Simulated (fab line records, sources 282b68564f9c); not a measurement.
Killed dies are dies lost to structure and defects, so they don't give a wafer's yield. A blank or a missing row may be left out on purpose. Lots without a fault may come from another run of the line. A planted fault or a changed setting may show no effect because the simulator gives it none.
fab line records | flow rit_cmos
record lots=5 wafers=23
route steps=202 shown SPACER@128 NSD@139 PSD@144 SDANNEAL@154 PLDD@159 NLDD@160 SILICIDE@162 CONTACT@175 M1@202
start_h: hours from the record's first day to the start of the lot's first wafer shown | wait_h: hours since the lot's step before | " the same as in the row above | L1.1+2: a row that stands for several wafers | - no value, or no start given | * or withheld: withheld | < > ~ a bound
route shown NAME@n: a module of which the file shows steps, and the number in the route of the first | usual: mean/standard deviation of fault-free wafers | same: alike in all rows | chamber/n: place in a boat | sites: the reading at each site | _std_site: their standard deviation | _edge_site: outer sites' mean less inner sites' | radius_mm: how far each site lies from the wafer's centre | mask NAME#n: copy n | behind: the tool/chamber that last shaped the wafer | hold: why the lot was held/for how many hours/how that ended | device: the transistor (n, p or np) that didn't switch | end of line: the same wafers' tests at the end of the route | a step without rows: its recipe alone | killed: dies lost to structure and defects at the first sort, not the wafer's yield | map: a wafer's dies, x killed, . not, _ none there
set.NAME: the setting as run; set.NAME@STEP: as run at that earlier step | model.NAME: the simulator's own value behind a step, which no gauge read
lots whose settings were changed on purpose; a table a step, a row a wafer
## steps
# step RIT_SPACER_CVD_03
# recipe material=Si3N4 target_thk_nm=250 temp_c=810 precursor=SiH2Cl2/NH3 time_s=3300 pressure_mtorr=300 sih2cl2_flow_sccm=60 nh3_flow_sccm=150
# columns lot.wafer tool chamber start_h wait_h set.temp_c model.Si3N4_of_SPACER_CVD_03.thk_nm
L077.1 - - - 0.0 824.4 321.4
L077.2 " - " " 824.4 321.1
L077.3 " - " " 824.4 320.3
L077.4+6 " - " " 824.4 321.8
L076.2 lpcvd-01 0 65.40 0.1 810 247.5
L076.3 " 0 " " 810 245.3
L076.4 " 0 " " 810 245.8
L080.2+5 - - - 0.0 810 248.1
L080.3 " - " " 810 248.2
L080.4 " - " " 810 247.4
L080.6 " - " " 810 248.5
L082.1 - - - 0.0 796 195
L082.2 " - " " 796 194.4
L082.3 " - " " 796 196
L082.4 " - " " 796 195.7
L082.5 " - " " 796 194.1
L085.1 - - - 0.0 796.8 194.9
L085.2 " - " " 796.8 192.5
L085.3 " - " " 796.8 195.3
L085.4 " - " " 796.8 196.3
L085.6 " - " " 796.8 191.8
# step RIT_SPACER_THK_MEAS_04
# recipe reads=Si3N4_of_SPACER_CVD_03
# usual SPACER_NITRIDE_THK=248.8/1.9
# columns lot.wafer tool chamber start_h wait_h set.temp_c@SPACER_CVD_03 SPACER_NITRIDE_THK[nm]
L077.1 film_metro-01 - - - 824.4 321.4
L077.2 " - " " 824.4 320.9
L077.3 " - " " 824.4 320.5
L077.4 " - " " 824.4 321.8
L077.6 " - " " 824.4 321.9
L076.2 film_metro-03 - 67.33 0.0 810 247.6
L076.3 " - " " 810 245.3
L076.4 " - " " 810 245.8
L080.2 film_metro-04 - - - 810 248.2
L080.3 " - " " 810 248.1
L080.4 " - " " 810 247.5
L080.5 " - " " 810 248.1
L080.6 " - " " 810 248.4
L082.1 film_metro-04 - - - 796 195.0
L082.2 " - " " 796 194.6
L082.3 " - " " 796 195.9
L082.4 " - " " 796 195.7
L082.5 " - " " 796 194.0
L085.1 film_metro-03 - - - 796.8 194.9
L085.2 " - " " 796.8 192.5
L085.3 " - " " 796.8 195.5
L085.4 " - " " 796.8 196.4
L085.6 " - " " 796.8 191.8
# step RIT_SPACER_ETCHBACK_05
# recipe target_depth_a=2500 SF6_flow_sccm=30 CHF3_flow_sccm=30 target=Si3N4 chemistry=SF6/CHF3 pressure_mtorr=40 rf_w=250 time_s=240 stop_on=SiO2
# usual oes_product_au=0.840/0.011
# columns lot.wafer tool chamber start_h wait_h set.temp_c@SPACER_CVD_03 oes_product_au model.etch.depth_nm model.Si3N4_of_SPACER_CVD_03.thk_nm
L077.1 rie_diel-02 3 67.05 0.1 824.4 1.013 321.4 249.4
L077.2 " 0 " " 824.4 1.012 321.1 247.8
L077.3 " 2 " " 824.4 0.992 310 251.6
L077.4 " 1 " " 824.4 0.997 314 252
L077.6 " 0 " " 824.4 1.009 321.8 248.6
L076.2 rie_diel-03 2 67.38 0.0 810 0.821 247.5 193.6
L076.3 " 1 " " 810 0.818 245.3 192.4
L076.4 " 0 " " 810 0.861 245.8 193.3
L080.2 rie_diel-02 0 82.38 0.0 810 0.833 248.1 191.7
L080.3 " 3 " " 810 0.840 248.2 192.4
L080.4 " 1 " " 810 0.834 247.4 193.8
L080.5 " 0 " " 810 0.832 248.1 191.9
L080.6 " 3 " " 810 0.835 248.5 192.8
L082.1 rie_diel-02 3 87.54 0.1 796 0.711 195 151.4
L082.2 " 2 " " 796 0.701 194.4 152.6
L082.3 " 0 " " 796 0.704 196 151.7
L082.4 " 1 " " 796 0.704 195.7 153
L082.5 " 1 " " 796 0.707 194.1 151.4
L085.1 rie_diel-03 1 110.15 0.1 796.8 0.701 194.9 152.5
L085.2 " 0 " " 796.8 0.716 192.5 150.3
L085.3 " 3 " " 796.8 0.711 195.3 152.9
L085.4 " 2 " " 796.8 0.700 196.3 153.2
L085.6 " 0 " " 796.8 0.713 191.8 149.7
# step RIT_NSD_IMPLANT_08
# recipe species=P energy_kev=25 dose_cm2=1e+15 tilt_deg=7
# columns lot.wafer tool chamber start_h wait_h set.energy_kev model.implant.rp_nm model.implant.drp_nm
L077.1+3+4 implanter-04 0 68.24 0.1 25 31.64 14.84
L077.2+6 " 0 " " 25.45 32.02 15
L076.2+3+4 implanter-02 0 68.73 0.1 25 32.3 14.84
L080.2+4+6 implanter-04 0 83.73 0.1 23.62 31.41 14.34
L080.3+5 " 0 " " 25 32.64 14.84
L082.1+2+3+4+5 implanter-01 0 88.73 0.1 25 32.05 14.84
L085.1+4+6 implanter-01 0 111.54 0.1 25 31.71 14.84
L085.2+3 " 0 " " 24.57 31.34 14.68
# step RIT_PSD_SOFTBAKE_02
# recipe resist=NOVOLAK temp_c=90 time_s=60
# columns lot.wafer tool chamber start_h wait_h set.temp_c model.NOVOLAK_of_PSD_COAT_01.thk_nm
L077.1 litho_track-04 0 68.93 0.1 90 1001
L077.2 " 0 " " 91.56 996
L077.3 " 0 " " 90 1002
L077.4+6 " 0 " " 91.56 996.9
L076.2 litho_track-03 0 69.42 0.1 90 997.3
L076.3 " 0 " " 90 996.9
L076.4 " 0 " " 90 997.9
L080.2 litho_track-04 0 84.42 0.1 93.02 991.1
L080.3 " 0 " " 93.02 992.2
L080.4 " 0 " " 90 999.8
L080.5 " 0 " " 93.02 990.8
L080.6 " 0 " " 90 1000
L082.1 litho_track-03 0 89.41 0.1 92.05 990.2
L082.2 " 0 " " 90 998.2
L082.3 " 0 " " 90 995.3
L082.4 " 0 " " 90 995.7
L082.5 " 0 " " 92.05 992.2
L085.1 litho_track-01 0 112.23 0.1 90 1000
L085.2 " 0 " " 92.42 994.2
L085.3 " 0 " " 92.42 995.2
L085.4 " 0 " " 90 999.7
L085.6 " 0 " " 92.42 993.3
# step RIT_SDANNEAL_CLEAN_01
# recipe chemistry=dHF dilution=50:1 time_s=30
# columns lot.wafer tool chamber start_h wait_h set.time_s model.Si3N4_of_SPACER_CVD_03.thk_nm
L077.1 - - - 0.0 26.4 248.6
L077.2 " - " " 26.4 247.1
L077.3 " - " " 26.4 250.8
L077.4 " - " " 26.4 251.2
L077.6 " - " " 26.4 247.8
L076.2 wet_bench-04 3 71.10 0.0 30 192.7
L076.3 " 3 " " 30 191.5
L076.4 " 3 " " 30 192.5
L080.2 - - - 0.0 27.71 190.9
L080.3 " - " " 27.71 191.6
L080.4 " - " " 27.71 193
L080.5 " - " " 27.71 191.1
L080.6 " - " " 27.71 191.9
L082.1+5 - - - 0.0 30 150.6
L082.2 " - " " 30 151.8
L082.3 " - " " 30 150.8
L082.4 " - " " 30 152.2
L085.1 - - - 0.0 31.73 151.7
L085.2 " - " " 31.73 149.4
L085.3 " - " " 31.73 152.1
L085.4 " - " " 31.73 152.3
L085.6 " - " " 31.73 148.8
# step RIT_SDANNEAL_CLEAN_02
# recipe chemistry=SC2 mix=3:3:50 time_s=600 temp_c=75 dry=n2_spin
# step RIT_SDANNEAL_RTA_03
# recipe temp_c=1050 time_s=5 idle_temp_c=600 ramp_up_c_per_s=342 ramp_down_c_per_s=171 cool_to_c=600 ambient=N2
# step RIT_SDANNEAL_RS_MEAS_06
# recipe thk_meas_gauge=four-point-probe
# usual PLDD_RS=178.8/0.46
# columns lot.wafer tool chamber start_h wait_h set.energy_kev@PLDD_IMPLANT_08 PLDD_RS[ohm/sq]
L077.1 film_metro-02 - 70.84 0.1 19.31 181.3
L077.2 " - " " 19.31 180.6
L077.3 " - " " 20 179.3
L077.4 " - " " 20 179.2
L077.6 " - " " 20 179.4
L076.2 film_metro-03 - 71.61 0.1 20 178.8
L076.3 " - " " 20 179.3
L076.4 " - " " 20 178.9
L080.2 film_metro-03 - 86.32 0.1 20 178.4
L080.3 " - " " 19.45 180.5
L080.4 " - " " 19.45 181.0
L080.5 " - " " 20 178.8
L080.6 " - " " 20 178.6
L082.1 film_metro-04 - 91.27 0.1 20.57 176.5
L082.2 " - " " 20.57 176.7
L082.3 " - " " 20.57 176.7
L082.4 " - " " 20 178.1
L082.5 " - " " 20 178.3
L085.1 film_metro-04 - 114.14 0.1 20 178.8
L085.2 " - " " 20 178.4
L085.3 " - " " 20 179.0
L085.4 " - " " 20 179.0
L085.6 " - " " 20 178.6
# step RIT_SDANNEAL_RS_MEAS_07
# recipe thk_meas_gauge=four-point-probe
# usual NLDD_RS=151.8/0.5
# columns lot.wafer tool chamber start_h wait_h set.dose_cm2@NLDD_IMPLANT_08 NLDD_RS[ohm/sq]
L077.1 film_metro-02 - 70.96 0.1 5e+14 152.4
L077.2 " - " " 5.236e+14 147.3
L077.3 " - " " 5.236e+14 146.8
L077.4 " - " " 5e+14 152.7
L077.6 " - " " 5.236e+14 147.3
L076.2 film_metro-03 - 71.73 0.1 5e+14 151.8
L076.3 " - " " 5e+14 151.4
L076.4 " - " " 5e+14 152.1
L080.2 film_metro-03 - 86.44 0.1 5e+14 151.3
L080.3 " - " " 5.211e+14 146.5
L080.4 " - " " 5e+14 150.9
L080.5 " - " " 5.211e+14 146.0
L080.6 " - " " 5.211e+14 146.3
L082.1 film_metro-04 - 91.39 0.1 5e+14 151.9
L082.2 " - " " 4.886e+14 155.0
L082.3 " - " " 5e+14 152.2
L082.4 " - " " 4.886e+14 154.8
L082.5 " - " " 5e+14 152.6
L085.1 film_metro-04 - 114.26 0.1 5e+14 152.4
L085.2 " - " " 5.339e+14 144.2
L085.3 " - " " 5e+14 151.8
L085.4 " - " " 5.339e+14 144.2
L085.6 " - " " 5e+14 152.0
# step RIT_SILICIDE_SPUTTER_01
# recipe material=Ti target_thk_nm=30 power_w=350 chamber_pressure_pa=0.667 gas=Ar time_s=240 substrate_temp_c=25
# columns lot.wafer tool chamber start_h wait_h set.power_w model.Ti_of_SILICIDE_SPUTTER_01.thk_nm
L077.1 pvd_sputter-01 - 71.10 0.0 320.8 27.61
L077.2 " - " " 320.8 27.1
L077.3 " - " " 350 29.73
L077.4 " - " " 350 29.77
L077.6 " - " " 320.8 27.18
L076.2 pvd_sputter-04 - 71.84 0.0 350 30.42
L076.3 " - " " 350 30.06
L076.4 " - " " 350 29.93
L080.2 pvd_sputter-03 - 86.56 0.0 332.8 28.85
L080.3 " - " " 332.8 28.31
L080.4 " - " " 350 30.02
L080.5 " - " " 350 29.75
L080.6 " - " " 332.8 28.84
L082.1 pvd_sputter-03 - 91.53 0.0 350 29.73
L082.2 " - " " 325.4 26.85
L082.3 " - " " 325.4 27.34
L082.4 " - " " 350 29.63
L082.5 " - " " 350 29.31
L085.1 pvd_sputter-01 - 114.39 0.0 350 29.89
L085.2 " - " " 350 30.38
L085.3 " - " " 315.4 27.22
L085.4 " - " " 315.4 26.75
L085.6 " - " " 315.4 26.86
# step RIT_SILICIDE_RS_MEAS_02
# recipe thk_meas_gauge=four-point-probe reads=Ti_of_SILICIDE_SPUTTER_01
# usual SILICIDE_TI_RS=48.1/0.72
# columns lot.wafer tool chamber start_h wait_h set.power_w@SILICIDE_SPUTTER_01 SILICIDE_TI_RS[ohm/sq]
L077.1 film_metro-01 - 71.25 0.1 320.8 53.3
L077.2 " - " " 320.8 54.7
L077.3 " - " " 350 48.5
L077.4 " - " " 350 48.5
L077.6 " - " " 320.8 54.3
L076.2 film_metro-01 - 72.01 0.1 350 47.1
L076.3 " - " " 350 47.8
L076.4 " - " " 350 48.1
L080.2 film_metro-02 - 86.73 0.1 332.8 50.4
L080.3 " - " " 332.8 51.5
L080.4 " - " " 350 47.8
L080.5 " - " " 350 48.4
L080.6 " - " " 332.8 50.3
L082.1 film_metro-01 - 91.68 0.1 350 48.5
L082.2 " - " " 325.4 55.1
L082.3 " - " " 325.4 53.9
L082.4 " - " " 350 48.8
L082.5 " - " " 350 49.4
L085.1 film_metro-02 - 114.54 0.1 350 48.3
L085.2 " - " " 350 47.1
L085.3 " - " " 315.4 54.2
L085.4 " - " " 315.4 55.4
L085.6 " - " " 315.4 55.2
# step RIT_SILICIDE_THK_MEAS_03
# recipe thk_meas_gauge=xrf reads=Ti_of_SILICIDE_SPUTTER_01
# usual SILICIDE_TI_THK=29.9/0.38
# columns lot.wafer tool chamber start_h wait_h set.power_w@SILICIDE_SPUTTER_01 SILICIDE_TI_THK[nm]
L077.1 film_metro-01 - 71.37 0.1 320.8 27.5
L077.2 " - " " 320.8 27.0
L077.3 " - " " 350 29.6
L077.4 " - " " 350 29.7
L077.6 " - " " 320.8 27.2
L076.2 film_metro-01 - 72.12 0.1 350 30.4
L076.3 " - " " 350 30.1
L076.4 " - " " 350 30.1
L080.2 film_metro-02 - 86.84 0.1 332.8 28.7
L080.3 " - " " 332.8 28.1
L080.4 " - " " 350 30.1
L080.5 " - " " 350 29.6
L080.6 " - " " 332.8 28.7
L082.1 film_metro-01 - 91.80 0.1 350 29.8
L082.2 " - " " 325.4 26.8
L082.3 " - " " 325.4 27.3
L082.4 " - " " 350 29.6
L082.5 " - " " 350 29.4
L085.1 film_metro-02 - 114.66 0.1 350 29.6
L085.2 " - " " 350 30.2
L085.3 " - " " 315.4 27.1
L085.4 " - " " 315.4 26.5
L085.6 " - " " 315.4 26.7
# step RIT_CONTACT_DEVELOP_07
# recipe resist=NOVOLAK develop_time_s=120 dev_temp_c=23
# columns lot.wafer tool chamber start_h wait_h set.develop_time_s
L077.1+3+6 litho_track-02 0 - - 103.3
L077.2+4 " 0 " " 120
L076.2+3+4 litho_track-02 0 - - 120
L080.2+3+4+5+6 litho_track-02 0 - - 120
L082.1+3 litho_track-01 0 - - 131.4
L082.2+4+5 " 0 " " 120
L085.1+2+3+4+6 litho_track-03 0 - - 120
# step RIT_CONTACT_CD_MEAS_08
# recipe target_cd_nm=1000
# usual cd_nm=1000.0/2.1
# columns lot.wafer tool chamber start_h wait_h set.develop_time_s@CONTACT_DEVELOP_07 cd_nm
L077.1 cd_sem-01 - 72.80 - 103.3 989.5
L077.2 " - " " 120 1002.3
L077.3 " - " " 103.3 990.6
L077.4 " - " " 120 1001.9
L077.6 " - " " 103.3 988.8
L076.2 cd_sem-02 - 73.62 - 120 1000.8
L076.3 " - " " 120 1002.4
L076.4 " - " " 120 1001.4
L080.2 cd_sem-02 - 88.28 - 120 1000.2
L080.3 " - " " 120 999.5
L080.4 " - " " 120 1000.5
L080.5 " - " " 120 1000.2
L080.6 " - " " 120 998.9
L082.1 cd_sem-02 - 93.16 - 131.4 1006.2
L082.2 " - " " 120 998.1
L082.3 " - " " 131.4 1006.6
L082.4 " - " " 120 997.8
L082.5 " - " " 120 997.9
L085.1 cd_sem-01 - 115.99 - 120 1000.8
L085.2 " - " " 120 1002.4
L085.3 " - " " 120 1002.4
L085.4 " - " " 120 1003.1
L085.6 " - " " 120 1003.6
# step RIT_CONTACT_HARDBAKE_10
# recipe resist=NOVOLAK temp_c=140 time_s=60
# step RIT_CONTACT_ETCH_11
# recipe target_depth_a=4800 over_etch_frac=0.2 stop_on=TiSi2 chemistry=CHF3/CF4/Ar target=SiO2 CHF3_flow_sccm=50 cf4_flow_sccm=10 Ar_flow_sccm=100 O2_flow_sccm=5 pressure_mtorr=100 rf_w=200 time_s=320
# columns lot.wafer tool chamber start_h wait_h set.develop_time_s@CONTACT_DEVELOP_07 model.CONTACT.cd_nm
L077.1 rie_diel-02 0 73.11 0.1 103.3 989.4
L077.2 " 3 " " 120 1003
L077.3 " 2 " " 103.3 990.5
L077.4 " 1 " " 120 1001
L077.6 " 2 " " 103.3 988.7
L076.2 rie_diel-03 0 73.91 0.1 120 1001
L076.3+4 " 3,1 " " 120 1002
L080.2 rie_diel-03 0 88.56 0.1 120 1001
L080.3 " 2 " " 120 999.9
L080.4 " 3 " " 120 999.8
L080.5 " 0 " " 120 1000
L080.6 " 2 " " 120 998.9
L082.1 rie_diel-03 2 93.47 0.1 131.4 1006
L082.2+4 " 3,2 " " 120 998
L082.3 " 0 " " 131.4 1007
L082.5 " 3 " " 120 997.3
L085.1 rie_diel-02 0 116.30 0.1 120 1001
L085.2 " 2 " " 120 1003
L085.3 " 1 " " 120 1002
L085.4+6 " 3,2 " " 120 1004
# step RIT_CONTACT_STRIP_12
# recipe chemistry=O2 time_s=180 resist=NOVOLAK platen_temp_c=withheld power_w=500 pressure_mtorr=4000 o2_flow_sccm=4000
# columns lot.wafer tool chamber start_h wait_h set.time_s
L077.1+2+4 plasma_asher-01 1,0,1 73.30 0.1 180
L077.3+6 " 0,1 " " 153.3
L076.2+3+4 plasma_asher-03 1,0,1 74.10 0.1 180
L080.2+4+5 plasma_asher-02 0,1,1 88.76 0.1 180
L080.3+6 " 0 " " 172.3
L082.1+2+5 plasma_asher-01 0,1,0 93.66 0.1 180
L082.3+4 " 1,0 " " 159.7
L085.1+3+4 plasma_asher-01 0,1,0 116.49 0.1 191.9
L085.2+6 " 1,0 " " 180
# step RIT_CONTACT_CD_MEAS_90
# recipe target_cd_nm=1000
# usual cd_nm=1000.0/2.2
# columns lot.wafer tool chamber start_h wait_h set.develop_time_s@CONTACT_DEVELOP_07 cd_nm
L077.1 cd_sem-01 - 73.48 0.1 103.3 989.2
L077.2 " - " " 120 1003.3
L077.3 " - " " 103.3 990.4
L077.4 " - " " 120 1001.3
L077.6 " - " " 103.3 988.5
L076.2 cd_sem-01 - 74.29 0.1 120 1000.6
L076.3 " - " " 120 1001.6
L076.4 " - " " 120 1002.1
L080.2 cd_sem-02 - 88.95 0.1 120 1000.9
L080.3 " - " " 120 1000.0
L080.4 " - " " 120 999.4
L080.5 " - " " 120 1000.4
L080.6 " - " " 120 998.8
L082.1 cd_sem-01 - 93.84 0.1 131.4 1006.1
L082.2 " - " " 120 998.1
L082.3 " - " " 131.4 1006.7
L082.4 " - " " 120 997.8
L082.5 " - " " 120 997.1
L085.1 cd_sem-01 - 116.67 0.1 120 1001.1
L085.2 " - " " 120 1003.8
L085.3 " - " " 120 1002.5
L085.4 " - " " 120 1003.5
L085.6 " - " " 120 1004.3
# step RIT_M1_PROBE_99
# columns lot.wafer tool chamber start_h wait_h set.time_s@CONTACT_STRIP_12 model.etest.nmos_0p15.r_on_ohm_um model.etest.nmos_0p3.r_on_ohm_um model.etest.pmos_0p3.r_on_ohm_um
L077.2 prober-01 - 78.03 0.1 180 1304 2191 6550
L077.3 prober-01 - 78.08 0.2 153.3 - - -
L077.4 prober-01 - 78.13 0.2 180 - - -
L077.6 prober-01 - 78.23 0.2 153.3 1059 2087 6169
L076.2 prober-02 - 79.53 0.1 180 1164 2180 6388
L076.3 prober-02 - 79.58 0.2 180 1169 2185 6323
L076.4 prober-02 - 79.63 0.2 180 1121 2130 6294
L080.2 prober-01 - 93.66 0.1 180 1020 2022 5941
L080.3 prober-01 - 93.71 0.2 172.3 971.1 1966 5820
L080.4 prober-01 - 93.76 0.2 180 1070 2011 6004
L080.5 prober-01 - 93.81 0.2 180 1094 2045 6070
L080.6 prober-01 - 93.86 0.2 172.3 968.5 1985 5760
# killed by level:class
L076.2 GATE:geometric_particle:open=4 GATE:geometric_particle:short=2 FOX2:geometric_particle:open=1 REOX:geometric_particle:short=1 SPACER:geometric_particle:open=1
L076.3 FOX2:geometric_particle:open=1
L076.4 FOX2:geometric_particle:open=3 GATE:geometric_particle:short=3 REOX:geometric_particle:open=2 GATE:geometric_particle:open=1 REOX:geometric_particle:short=1
## key
split step=RIT_SPACER_CVD_03 setting=temp_c stated=810 by=lot
response step=RIT_SPACER_CVD_03 reading=model.Si3N4_of_SPACER_CVD_03.thk_nm change=+36 per=1% r=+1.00
response step=RIT_SPACER_THK_MEAS_04 reading=SPACER_NITRIDE_THK change=+36 per=1% r=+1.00
response step=RIT_SPACER_ETCHBACK_05 reading=oes_product_au change=+0.0849 per=1% r=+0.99
response step=RIT_SPACER_ETCHBACK_05 reading=model.etch.depth_nm change=+35.1 per=1% r=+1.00
response step=RIT_SPACER_ETCHBACK_05 reading=model.Si3N4_of_SPACER_CVD_03.thk_nm change=+27.9 per=1% r=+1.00
split step=RIT_NSD_IMPLANT_08 setting=energy_kev stated=25 by=wafer
response step=RIT_NSD_IMPLANT_08 reading=model.implant.rp_nm change=+0.221 per=1% r=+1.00
response step=RIT_NSD_IMPLANT_08 reading=model.implant.drp_nm change=+0.0903 per=1% r=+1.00
split step=RIT_PSD_SOFTBAKE_02 setting=temp_c stated=90 by=wafer
response step=RIT_PSD_SOFTBAKE_02 reading=model.NOVOLAK_of_PSD_COAT_01.thk_nm change=-2.41 per=1% r=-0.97
split step=RIT_SDANNEAL_CLEAN_01 setting=time_s stated=30 by=lot
response step=RIT_SDANNEAL_CLEAN_01 reading=model.Si3N4_of_SPACER_CVD_03.thk_nm change=-5.14 per=1% r=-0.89
split step=RIT_SILICIDE_SPUTTER_01 setting=power_w stated=350 by=wafer
response step=RIT_SILICIDE_SPUTTER_01 reading=model.Ti_of_SILICIDE_SPUTTER_01.thk_nm change=+0.313 per=1% r=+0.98
response step=RIT_SILICIDE_RS_MEAS_02 reading=SILICIDE_TI_RS change=-0.707 per=1% r=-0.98
response step=RIT_SILICIDE_THK_MEAS_03 reading=SILICIDE_TI_THK change=+0.316 per=1% r=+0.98
split step=RIT_CONTACT_DEVELOP_07 setting=develop_time_s stated=120 by=wafer
response step=RIT_CONTACT_CD_MEAS_08 reading=cd_nm change=+0.896 per=1% r=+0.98
response step=RIT_CONTACT_ETCH_11 reading=model.CONTACT.cd_nm change=+0.913 per=1% r=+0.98
response step=RIT_CONTACT_CD_MEAS_90 reading=cd_nm change=+0.924 per=1% r=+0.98
split step=RIT_CONTACT_STRIP_12 setting=time_s stated=180 by=wafer
response step=RIT_M1_PROBE_99 reading=model.etest.pmos_0p3.r_on_ohm_um change=+29.8 per=1% r=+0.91
response step=RIT_M1_PROBE_99 reading=model.etest.nmos_0p3.r_on_ohm_um change=+7.8 per=1% r=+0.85
response step=RIT_M1_PROBE_99 reading=model.etest.nmos_0p15.r_on_ohm_um change=+17.3 per=1% r=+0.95
split outside_this_file step=RIT_NLDD_IMPLANT_08 setting=dose_cm2
split outside_this_file step=RIT_PLDD_IMPLANT_08 setting=energy_kev
# split outside_this_file: this setting was split too, and the file shows its column; the key of that split is in another file
